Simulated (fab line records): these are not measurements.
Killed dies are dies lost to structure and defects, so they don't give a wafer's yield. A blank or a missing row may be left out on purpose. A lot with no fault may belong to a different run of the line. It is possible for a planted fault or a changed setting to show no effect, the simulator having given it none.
fab line records	flow rit-cmos	part 1 of 2: steps 1 to 37 of 43
[record] lots = 6	wafers = 18	last-day = 8
route steps=202 shown SDANNEAL@156 PSD@157 NSD@158 PLDD@159 NLDD@160 SILICIDE@161 CONTACT@168 M1@184
lots that met no fault: from a run of the same line without faults
start-h: start of the lot's first displayed wafer, in hours after the record's first day	wait-h: time in hours since the lot's previous step	" repeats the value in the row above	L1.1+2: one row covering several wafers at once	- either no value or no given start	* or withheld: withheld	< > ~ a bound
route shown NAME@n: NAME is a module with steps in the file, n the number in the route of the first one	usual: the fault-free wafers' mean and standard deviation	same: alike in all rows	chamber/n: place in a boat	sites: per-site readings	_std_site: the standard deviation of these	_edge_site: mean of outer sites minus mean of inner sites	radius-mm: for every site, how far away it sits from the centre of the wafer	mask NAME#n: copy n	behind: tool/chamber where the wafer was last shaped	hold: cause of the lot's hold/its duration in hours/its outcome	device: whichever transistor did not switch (one of n, p or np)	end of line: the tests these same wafers got at the end of their route	a step given without rows: its recipe and nothing more	killed: dies lost to structure and defects at the first sort, not the wafer's yield	map: the dies of a wafer, with x for killed, . for not killed, _ for no die there
set.NAME: the run value of the setting; set.NAME@STEP: its run value at that earlier step	model.NAME: the simulator's own value behind a step, which no gauge read
lots at selected steps of the route; one table per step, one row per wafer
services: a tool's chamber out of use, with start hour (start-h, from the record's first day; less than 0 if before it), hours out, and reason
[[steps]]
[step RIT_SDANNEAL_RTA_03]
[recipe] temp-c = 1050	time-s = 5	idle-temp-c = 600	ramp-up-c-per-s = 342	ramp-down-c-per-s = 171	cool-to-c = 600	ambient = N2
[usual] wafer_temp_C_max = 1053.6/1.1
lot.wafer	tool	chamber	start-h	wait-h	wafer_temp_C_max
L978.1	rtp-anneal-02	0	61.01	0.0	1053.6
L978.4	"	0	"	"	1053.5
L978.6	"	0	"	"	1052.9
L982.2	rtp-anneal-02	0	80.48	0.0	1054.7
L982.4	"	0	"	"	1051.6
L982.5	"	0	"	"	1053.1
L991.1	rtp-anneal-01	0	132.38	0.0	1052.8
L991.2	"	0	"	"	1053.0
L991.5	"	0	"	"	1050.6
L994.1	rtp-anneal-02	0	151.97	0.0	1054.4
L994.2	"	0	"	"	1054.1
L994.6	"	0	"	"	1054.0
L996.1	rtp-anneal-02	0	167.52	0.0	1053.4
L996.2	"	0	"	"	1053.2
L996.3	"	0	"	"	1053.3
L997.2	rtp-anneal-02	0	173.17	0.0	1053.8
L997.3	"	0	"	"	1052.1
L997.5	"	0	"	"	1054.5
[step RIT_SDANNEAL_RS_MEAS_04]
[recipe] thk-meas-gauge = four-point-probe
[usual] PSD_RS = 116.00/0.29
lot.wafer	tool	chamber	start-h	wait-h	PSD_RS[ohm/sq]
L978.1	film-metro-04	-	61.07	0.0	116.13
L978.4	"	-	"	"	116.46
L978.6	"	-	"	"	116.39
L982.2	film-metro-04	-	80.55	0.1	116.38
L982.4	"	-	"	"	116.12
L982.5	"	-	"	"	116.25
L991.1	film-metro-02	-	132.44	0.0	115.42
L991.2	"	-	"	"	115.88
L991.5	"	-	"	"	115.84
L994.1	film-metro-02	-	152.02	0.0	116.45
L994.2	"	-	"	"	115.76
L994.6	"	-	"	"	116.46
L996.1	film-metro-02	-	167.58	0.0	115.62
L996.2	"	-	"	"	115.82
L996.3	"	-	"	"	115.91
L997.2	film-metro-02	-	173.24	0.1	115.92
L997.3	"	-	"	"	115.89
L997.5	"	-	"	"	115.94
[step RIT_SDANNEAL_RS_MEAS_05]
[recipe] thk-meas-gauge = four-point-probe
[usual] NSD_RS = 84.52/0.29
lot.wafer	tool	chamber	start-h	wait-h	NSD_RS[ohm/sq]
L978.1	film-metro-04	-	61.19	0.1	84.53
L978.4	"	-	"	"	84.01
L978.6	"	-	"	"	84.64
L982.2	film-metro-04	-	80.67	0.1	84.35
L982.4	"	-	"	"	84.95
L982.5	"	-	"	"	84.70
L991.1	film-metro-02	-	132.56	0.1	84.60
L991.2	"	-	"	"	84.79
L991.5	"	-	"	"	84.51
L994.1	film-metro-02	-	152.14	0.1	84.04
L994.2	"	-	"	"	84.73
L994.6	"	-	"	"	84.34
L996.1	film-metro-02	-	167.70	0.1	84.27
L996.2	"	-	"	"	84.12
L996.3	"	-	"	"	84.15
L997.2	film-metro-02	-	173.36	0.1	84.10
L997.3	"	-	"	"	84.03
L997.5	"	-	"	"	83.88
[step RIT_SDANNEAL_RS_MEAS_06]
[recipe] thk-meas-gauge = four-point-probe
[usual] PLDD_RS = 178.8/0.48
lot.wafer	tool	chamber	start-h	wait-h	PLDD_RS[ohm/sq]
L978.1	film-metro-04	-	61.31	0.1	179.2
L978.4	"	-	"	"	179.5
L978.6	"	-	"	"	178.9
L982.2	film-metro-04	-	80.79	0.1	178.7
L982.4	"	-	"	"	178.4
L982.5	"	-	"	"	179.1
L991.1	film-metro-02	-	132.68	0.1	178.4
L991.2	"	-	"	"	178.9
L991.5	"	-	"	"	178.9
L994.1	film-metro-02	-	152.26	0.1	179.6
L994.2	"	-	"	"	179.2
L994.6	"	-	"	"	179.5
L996.1	film-metro-02	-	167.82	0.1	178.7
L996.2	"	-	"	"	178.4
L996.3	"	-	"	"	178.6
L997.2	film-metro-02	-	173.48	0.1	178.5
L997.3	"	-	"	"	178.2
L997.5	"	-	"	"	178.5
[step RIT_SDANNEAL_RS_MEAS_07]
[recipe] thk-meas-gauge = four-point-probe
[usual] NLDD_RS = 151.7/0.54
lot.wafer	tool	chamber	start-h	wait-h	NLDD_RS[ohm/sq]
L978.1	film-metro-04	-	61.43	0.1	151.7
L978.4	"	-	"	"	151.6
L978.6	"	-	"	"	151.8
L982.2	film-metro-04	-	80.91	0.1	151.7
L982.4	"	-	"	"	151.7
L982.5	"	-	"	"	151.9
L991.1	film-metro-02	-	132.80	0.1	151.7
L991.2	"	-	"	"	151.8
L991.5	"	-	"	"	151.2
L994.1	film-metro-02	-	152.38	0.1	151.9
L994.2	"	-	"	"	151.5
L994.6	"	-	"	"	152.1
L996.1	film-metro-02	-	167.94	0.1	151.3
L996.2	"	-	"	"	151.7
L996.3	"	-	"	"	151.4
L997.2	film-metro-02	-	173.60	0.1	152.2
L997.3	"	-	"	"	151.6
L997.5	"	-	"	"	151.7
[step RIT_SILICIDE_WET_ETCH_00]
[recipe] chemistry = BOE	target = SiO2	target-depth-nm = 14	time-s = 15	dry = n2-spin	dilution = 10:1	temp-c = 21.5
[step RIT_SILICIDE_SPUTTER_01]
[recipe] material = Ti	target-thk-nm = 30	power-w = 350	chamber-pressure-pa = 0.667	gas = Ar	time-s = 240	substrate-temp-c = 25
[usual] throttle-valve-pct = 30.1/1
lot.wafer	tool	chamber	start-h	wait-h	throttle-valve-pct
L978.1	pvd-sputter-01	-	61.56	0.0	31.2
L978.4	"	-	"	"	32.1
L978.6	"	-	"	"	29.0
L982.2	pvd-sputter-03	-	81.02	0.0	29.0
L982.4	"	-	"	"	30.7
L982.5	"	-	"	"	29.0
L991.1	pvd-sputter-02	-	132.94	0.0	29.1
L991.2	"	-	"	"	30.7
L991.5	"	-	"	"	29.0
L994.1	pvd-sputter-01	-	152.52	0.0	31.2
L994.2	"	-	"	"	32.1
L994.6	"	-	"	"	32.2
L996.1	pvd-sputter-01	-	168.07	0.0	32.5
L996.2	"	-	"	"	31.0
L996.3	"	-	"	"	29.5
L997.2	pvd-sputter-03	-	173.71	0.0	28.9
L997.3	"	-	"	"	29.2
L997.5	"	-	"	"	28.8
[step RIT_SILICIDE_RS_MEAS_02]
[recipe] thk-meas-gauge = four-point-probe	reads = Ti_of_SILICIDE_SPUTTER_01
[usual] SILICIDE_TI_RS = 48.2/0.55
lot.wafer	tool	chamber	start-h	wait-h	SILICIDE_TI_RS[ohm/sq]
L978.1	film-metro-01	-	61.71	0.1	48.6
L978.4	"	-	"	"	47.8
L978.6	"	-	"	"	48.2
L982.2	film-metro-04	-	81.19	0.1	47.4
L982.4	"	-	"	"	47.3
L982.5	"	-	"	"	47.4
L991.1	film-metro-04	-	133.09	0.1	47.9
L991.2	"	-	"	"	48.1
L991.5	"	-	"	"	48.3
L994.1	film-metro-04	-	152.67	0.1	47.6
L994.2	"	-	"	"	47.6
L994.6	"	-	"	"	47.3
L996.1	film-metro-03	-	168.22	0.1	47.8
L996.2	"	-	"	"	48.2
L996.3	"	-	"	"	48.4
L997.2	film-metro-01	-	173.88	0.1	48.5
L997.3	"	-	"	"	48.5
L997.5	"	-	"	"	48.5
[step RIT_SILICIDE_THK_MEAS_03]
[recipe] thk-meas-gauge = xrf	reads = Ti_of_SILICIDE_SPUTTER_01
[usual] SILICIDE_TI_THK = 29.2/0.32
lot.wafer	tool	chamber	start-h	wait-h	SILICIDE_TI_THK[nm]
L978.1	film-metro-01	-	61.83	0.1	28.9
L978.4	"	-	"	"	29.2
L978.6	"	-	"	"	29.0
L982.2	film-metro-04	-	81.30	0.1	29.8
L982.4	"	-	"	"	29.7
L982.5	"	-	"	"	29.7
L991.1	film-metro-04	-	133.21	0.1	29.6
L991.2	"	-	"	"	29.4
L991.5	"	-	"	"	29.3
L994.1	film-metro-04	-	152.79	0.1	29.6
L994.2	"	-	"	"	29.7
L994.6	"	-	"	"	29.9
L996.1	film-metro-03	-	168.34	0.1	29.3
L996.2	"	-	"	"	29.1
L996.3	"	-	"	"	29.1
L997.2	film-metro-01	-	173.99	0.1	29.0
L997.3	"	-	"	"	29.0
L997.5	"	-	"	"	29.0
[step RIT_SILICIDE_RTA_04]
[recipe] temp-c = 650	time-s = 10	idle-temp-c = 25	ramp-up-s = 5	ramp-down-s = 5	cool-to-c = 25	ambient = N2
[usual] wafer_temp_C_max = 652.7/1.7
lot.wafer	tool	chamber	start-h	wait-h	wafer_temp_C_max
L978.1	rtp-anneal-01	0	61.89	0.1	651.5
L978.4	"	0	"	"	651.6
L978.6	"	0	"	"	651.2
L982.2	rtp-anneal-01	0	81.36	0.1	651.6
L982.4	"	0	"	"	651.6
L982.5	"	0	"	"	650.8
L991.1	rtp-anneal-02	0	133.27	0.1	653.3
L991.2	"	0	"	"	654.5
L991.5	"	0	"	"	655.2
L994.1	rtp-anneal-01	0	152.85	0.1	651.1
L994.2	"	0	"	"	651.3
L994.6	"	0	"	"	651.6
L996.1	rtp-anneal-01	0	168.40	0.1	651.9
L996.2	"	0	"	"	651.7
L996.3	"	0	"	"	651.4
L997.2	rtp-anneal-01	0	174.05	0.1	652.0
L997.3	"	0	"	"	651.6
L997.5	"	0	"	"	652.3
[step RIT_SILICIDE_WET_ETCH_05]
[recipe] chemistry = SPM	target = Ti	temp-c = 90	time-s = 120	dry = n2-spin
[step RIT_SILICIDE_RTA_06]
[recipe] temp-c = 750	time-s = 10	idle-temp-c = 25	ramp-up-s = 5	ramp-down-s = 10	cool-to-c = 25	ambient = N2
[usual] wafer_temp_C_max = 753.7/1.9
lot.wafer	tool	chamber	start-h	wait-h	wafer_temp_C_max
L978.1	rtp-anneal-02	0	62.00	0.0	754.4
L978.4	"	0	"	"	754.0
L978.6	"	0	"	"	755.5
L982.2	rtp-anneal-02	0	81.47	0.0	754.5
L982.4	"	0	"	"	755.3
L982.5	"	0	"	"	754.6
L991.1	rtp-anneal-01	0	133.37	0.0	751.2
L991.2	"	0	"	"	751.9
L991.5	"	0	"	"	750.8
L994.1	rtp-anneal-02	0	152.96	0.0	754.2
L994.2	"	0	"	"	755.0
L994.6	"	0	"	"	753.9
L996.1	rtp-anneal-02	0	168.51	0.0	755.9
L996.2	"	0	"	"	756.7
L996.3	"	0	"	"	754.2
L997.2	rtp-anneal-02	0	174.16	0.0	757.0
L997.3	"	0	"	"	754.4
L997.5	"	0	"	"	754.2
[step RIT_CONTACT_CVD_00]
[recipe] material = SiO2	target-thk-nm = 400	precursor = TEOS	temp-c = 390	time-s = 61	rf-w = 400
[usual] heater-power-w = 311/49
lot.wafer	tool	chamber	start-h	wait-h	heater-power-w	model.SiO2_of_CONTACT_CVD_00.thk-nm
L978.1	pecvd-02	0	62.06	0.1	311	402.9
L978.4	"	0	"	"	330	407.3
L978.6	"	2	"	"	248	405.5
L982.2	pecvd-01	2	81.52	0.0	306	392
L982.4	"	0	"	"	265	399.7
L982.5	"	1	"	"	371	409.9
L991.1	pecvd-01	2	133.44	0.1	246	401.5
L991.2	"	1	"	"	374	403.2
L991.5	"	0	"	"	307	409.4
L994.1	pecvd-01	0	153.02	0.1	358	402.4
L994.2	"	2	"	"	278	400.7
L994.6	"	0	"	"	269	414.4
L996.1	pecvd-02	0	168.57	0.1	333	398.4
L996.2	"	2	"	"	262	402.9
L996.3	"	1	"	"	239	403.3
L997.2	pecvd-03	2	174.22	0.0	359	401.8
L997.3	"	0	"	"	311	397.7
L997.5	"	1	"	"	372	408.6
[step RIT_CONTACT_THK_MEAS_01]
[recipe] reads = SiO2_of_CONTACT_CVD_00
[usual] CONTACT_TEOS_THK = 401/5.9
lot.wafer	tool	chamber	start-h	wait-h	CONTACT_TEOS_THK[nm]
L978.1	film-metro-02	-	62.11	0.0	403
L978.4	"	-	"	"	408
L978.6	"	-	"	"	406
L982.2	film-metro-03	-	81.59	0.0	392
L982.4	"	-	"	"	400
L982.5	"	-	"	"	410
L991.1	film-metro-03	-	133.49	0.0	402
L991.2	"	-	"	"	403
L991.5	"	-	"	"	410
L994.1	film-metro-01	-	153.07	0.0	402
L994.2	"	-	"	"	401
L994.6	"	-	"	"	414
L996.1	film-metro-02	-	168.63	0.0	398
L996.2	"	-	"	"	403
L996.3	"	-	"	"	403
L997.2	film-metro-01	-	174.28	0.0	402
L997.3	"	-	"	"	398
L997.5	"	-	"	"	408
[step RIT_CONTACT_HMDS_02]
[recipe] prime-time-s = 60	prime-temp-c = 140
[step RIT_CONTACT_COAT_03]
[recipe] resist = NOVOLAK	spin-rpm = 3250	resist-thk-nm = 1000
[step RIT_CONTACT_SOFTBAKE_04]
[recipe] resist = NOVOLAK	temp-c = 90	time-s = 60
[step RIT_CONTACT_EXPOSE_05]
[recipe] mask-id = M11	na = 0.6	source-shape = conventional	sigma-outer = 0.5	target-cd-nm = 1000	dose-mj = 250
[step RIT_CONTACT_PEB_06]
[recipe] resist = NOVOLAK	temp-c = withheld	time-s = withheld
[step RIT_CONTACT_DEVELOP_07]
[recipe] resist = NOVOLAK	develop-time-s = 120	dev-temp-c = 23
[step RIT_CONTACT_CD_MEAS_08]
[recipe] target-cd-nm = 1000
[usual] cd-nm = 999.7/2.4
lot.wafer	tool	chamber	start-h	wait-h	cd-nm
L978.1	cd-sem-01	-	63.26	-	1000.7
L978.4	"	-	"	"	1000.7
L978.6	"	-	"	"	1001.5
L982.2	cd-sem-01	-	82.75	-	996.2
L982.4	"	-	"	"	995.3
L982.5	"	-	"	"	995.9
L991.1	cd-sem-01	-	134.52	-	998.4
L991.2	"	-	"	"	998.9
L991.5	"	-	"	"	997.8
L994.1	cd-sem-02	-	154.28	-	1000.4
L994.2	"	-	"	"	998.8
L994.6	"	-	"	"	998.9
L996.1	cd-sem-01	-	169.65	-	1002.6
L996.2	"	-	"	"	1002.8
L996.3	"	-	"	"	1003.1
L997.2	cd-sem-02	-	175.38	-	998.1
L997.3	"	-	"	"	998.7
L997.5	"	-	"	"	998.8
[step RIT_CONTACT_OVL_MEAS_09]
[usual] CONTACT_OVL = -1.0/1.5
lot.wafer	tool	chamber	start-h	wait-h	CONTACT_OVL[nm]
L978.1	overlay-02	-	63.38	0.1	0.6
L978.4	"	-	"	"	1.0
L978.6	"	-	"	"	2.2
L982.2	overlay-02	-	82.85	0.1	-2.3
L982.4	"	-	"	"	-2.9
L982.5	"	-	"	"	-2.1
L991.1	overlay-01	-	134.64	0.1	0.3
L991.2	"	-	"	"	0.9
L991.5	"	-	"	"	-0.9
L994.1	overlay-01	-	154.40	0.1	-0.2
L994.2	"	-	"	"	0.2
L994.6	"	-	"	"	1.5
L996.1	overlay-01	-	169.77	0.1	-2.0
L996.2	"	-	"	"	-1.7
L996.3	"	-	"	"	-1.9
L997.2	overlay-02	-	175.48	0.1	-0.8
L997.3	"	-	"	"	-1.7
L997.5	"	-	"	"	-0.6
[step RIT_CONTACT_HARDBAKE_10]
[recipe] resist = NOVOLAK	temp-c = 140	time-s = 60
[step RIT_CONTACT_ETCH_11]
[recipe] target-depth-a = 4800	over-etch-frac = 0.2	stop-on = TiSi2	chemistry = CHF3/CF4/Ar	target = SiO2	CHF3_flow_sccm = 50	cf4-flow-sccm = 10	Ar_flow_sccm = 100	O2_flow_sccm = 5	pressure-mtorr = 100	rf-w = 200	time-s = 320
[usual] drypump-motor-current-A = 5.4/0.43	oes-product-au = 0.984/0.018	throttle-valve-pct = 8.88/0.14
lot.wafer	tool	chamber	start-h	wait-h	drypump-motor-current-A	oes-product-au	rf-hours-counter-h	throttle-valve-pct	model.etch.depth-nm	model.CONTACT.feature-depth-nm
L978.1	rie-diel-03	0	63.57	0.1	5.3	0.970	138	8.63	402.9	402.9
L978.4	"	3	"	"	5.8	1.009	99	8.85	407.3	407.3
L978.6	"	3	"	"	5.8	1.008	-	8.84	405.5	405.5
L982.2	rie-diel-03	3	83.03	0.1	5.8	1.003	100	8.84	392	392
L982.4	"	2	"	"	5.2	0.961	-	8.94	399.7	399.7
L982.5	"	3	"	"	5.8	1.007	-	8.86	409.9	409.9
L991.1	rie-diel-03	3	134.96	0.1	5.8	1.000	101	8.87	401.5	401.5
L991.2	"	2	"	"	5.1	0.952	3	8.94	403.2	403.2
L991.5	"	2	"	"	5.1	0.958	-	8.95	409.4	409.4
L994.1	rie-diel-03	2	154.59	0.1	5.1	0.963	4	8.95	402.4	402.4
L994.2	"	3	"	"	5.9	1.015	101	8.86	400.7	400.7
L994.6	"	2	"	"	5.1	0.969	-	8.95	414.4	414.4
L996.1	rie-diel-02	0	169.96	0.1	5.4	0.977	70	8.83	398.4	398.4
L996.2	"	2	"	"	4.8	1.006	18	8.95	402.9	402.9
L996.3	"	3	"	"	4.9	0.976	144	9.10	403.3	403.3
L997.2	rie-diel-02	3	175.66	0.1	4.8	0.968	144	9.10	401.8	401.8
L997.3	"	1	"	"	5.4	0.996	45	8.88	397.7	397.7
L997.5	"	0	"	"	5.4	0.984	-	8.84	408.6	408.6
[step RIT_CONTACT_STRIP_12]
[recipe] chemistry = O2	time-s = 180	resist = NOVOLAK	platen-temp-c = withheld	power-w = 500	pressure-mtorr = 4000	o2-flow-sccm = 4000
[step RIT_CONTACT_CD_MEAS_90]
[recipe] target-cd-nm = 1000
[usual] cd-nm = 999.7/2.4
lot.wafer	tool	chamber	start-h	wait-h	cd-nm
L978.1	cd-sem-01	-	63.94	0.1	1000.8
L978.4	"	-	"	"	1001.1
L978.6	"	-	"	"	1001.2
L982.2	cd-sem-01	-	83.42	0.1	996.6
L982.4	"	-	"	"	995.4
L982.5	"	-	"	"	995.8
L991.1	cd-sem-02	-	135.33	0.1	998.4
L991.2	"	-	"	"	999.0
L991.5	"	-	"	"	997.4
L994.1	cd-sem-02	-	154.96	0.1	1000.2
L994.2	"	-	"	"	998.7
L994.6	"	-	"	"	998.8
L996.1	cd-sem-02	-	170.33	0.1	1002.3
L996.2	"	-	"	"	1002.8
L996.3	"	-	"	"	1003.2
L997.2	cd-sem-02	-	176.05	0.1	998.6
L997.3	"	-	"	"	998.8
L997.5	"	-	"	"	998.9
[step RIT_CONTACT_CLEAN_13]
[recipe] chemistry = SC1	mix = 3:3:50	time-s = 600	temp-c = 75
[step RIT_CONTACT_CLEAN_14]
[recipe] chemistry = SC2	mix = 3:3:50	time-s = 600	temp-c = 75	dry = n2-spin
[step RIT_M1_SPUTTER_00]
[recipe] material = Al	target-thk-nm = 400	power-w = 2000	chamber-pressure-pa = 0.4	gas = Ar	time-s = 500	substrate-temp-c = 25
[usual] throttle-valve-pct = 30.2/1.1
lot.wafer	tool	chamber	start-h	wait-h	throttle-valve-pct
L978.1	pvd-sputter-01	-	64.41	0.0	31.1
L978.4	"	-	"	"	32.0
L978.6	"	-	"	"	29.6
L982.2	pvd-sputter-04	-	83.87	0.0	30.7
L982.4	"	-	"	"	30.6
L982.5	"	-	"	"	31.4
L991.1	pvd-sputter-03	-	135.83	0.0	28.8
L991.2	"	-	"	"	29.3
L991.5	"	-	"	"	30.1
L994.1	pvd-sputter-04	-	155.43	0.0	31.4
L994.2	"	-	"	"	28.7
L994.6	"	-	"	"	28.5
L996.1	pvd-sputter-04	-	170.81	0.0	28.5
L996.2	"	-	"	"	30.8
L996.3	"	-	"	"	29.8
L997.2	pvd-sputter-04	-	176.52	0.0	30.9
L997.3	"	-	"	"	31.6
L997.5	"	-	"	"	30.6
[step RIT_M1_RS_MEAS_01]
[recipe] thk-meas-gauge = four-point-probe	reads = Al_of_M1_SPUTTER_00
[usual] M1_AL_RS = 0.0735/0.00083
lot.wafer	tool	chamber	start-h	wait-h	M1_AL_RS[ohm/sq]
L978.1	film-metro-04	-	64.70	0.1	0.0746
L978.4	"	-	"	"	0.0745
L978.6	"	-	"	"	0.0747
L982.2	film-metro-03	-	84.19	0.2	0.0734
L982.4	"	-	"	"	0.0734
L982.5	"	-	"	"	0.0730
L991.1	film-metro-03	-	136.13	0.1	0.0744
L991.2	"	-	"	"	0.0744
L991.5	"	-	"	"	0.0742
L994.1	film-metro-03	-	155.72	0.1	0.0740
L994.2	"	-	"	"	0.0738
L994.6	"	-	"	"	0.0741
L996.1	film-metro-03	-	171.11	0.1	0.0721
L996.2	"	-	"	"	0.0732
L996.3	"	-	"	"	0.0725
L997.2	film-metro-04	-	176.83	0.2	0.0718
L997.3	"	-	"	"	0.0718
L997.5	"	-	"	"	0.0718
[step RIT_M1_THK_MEAS_02]
[recipe] thk-meas-gauge = xrf	reads = Al_of_M1_SPUTTER_00
[usual] M1_AL_THK = 400/4.7
lot.wafer	tool	chamber	start-h	wait-h	M1_AL_THK[nm]
L978.1	film-metro-04	-	64.82	0.1	394
L978.4	"	-	"	"	397
L978.6	"	-	"	"	395
L982.2	film-metro-03	-	84.30	0.1	401
L982.4	"	-	"	"	401
L982.5	"	-	"	"	404
L991.1	film-metro-03	-	136.25	0.1	396
L991.2	"	-	"	"	392
L991.5	"	-	"	"	396
L994.1	film-metro-03	-	155.84	0.1	395
L994.2	"	-	"	"	399
L994.6	"	-	"	"	395
L996.1	film-metro-03	-	171.23	0.1	407
L996.2	"	-	"	"	399
L996.3	"	-	"	"	404
L997.2	film-metro-04	-	176.94	0.1	410
L997.3	"	-	"	"	412
L997.5	"	-	"	"	410
[step RIT_M1_HMDS_03]
[recipe] prime-time-s = 60	prime-temp-c = 140
[step RIT_M1_COAT_04]
[recipe] resist = NOVOLAK	spin-rpm = 2000	resist-thk-nm = 1300
[step RIT_M1_SOFTBAKE_05]
[recipe] resist = NOVOLAK	temp-c = 90	time-s = 60
[step RIT_M1_EXPOSE_06]
[recipe] mask-id = M12	na = 0.6	source-shape = conventional	sigma-outer = 0.5	target-cd-nm = 2600	dose-mj = 250
[step RIT_M1_PEB_07]
[recipe] resist = NOVOLAK	temp-c = withheld	time-s = withheld
[step RIT_M1_DEVELOP_08]
[recipe] resist = NOVOLAK	develop-time-s = 68	dev-temp-c = 23
[[key]]
first-sign none at tools or gauges
[model-effect] step = RIT_CONTACT_CVD_00	value = SiO2_of_CONTACT_CVD_00.thk-nm	without = 395.7	struck = 405.3
[model-effect] step = RIT_CONTACT_ETCH_11	value = etch.depth-nm	without = 395.7	struck = 405.3
[model-effect] step = RIT_M1_METAL_ETCH_12	value = SiO2_of_CONTACT_CVD_00.thk-nm	without = 358.7	struck = 368.3
met-at RIT_CONTACT_CVD_00
struck-wafers L991.1,L991.2,L991.5,L994.1,L994.2,L994.6
tester-left-out L991,L994
onset-between 81.52 133.44
[fault] kind = process-parameter-drift	tool = pecvd-01	chamber = -	onset-h = 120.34	steps = RIT_CONTACT_CVD_00	channel = target-thk-nm	offset = 9.6031	shape = step	end-h = 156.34	stated = 400
// tester-left-out: of these lots the tester's yield and bins aren't shown, on N5 and GAA mostly nor the transistor test; their killed dies are dies lost to structure and defects alone, not to doping, threshold or leakage, so they don't give the yield
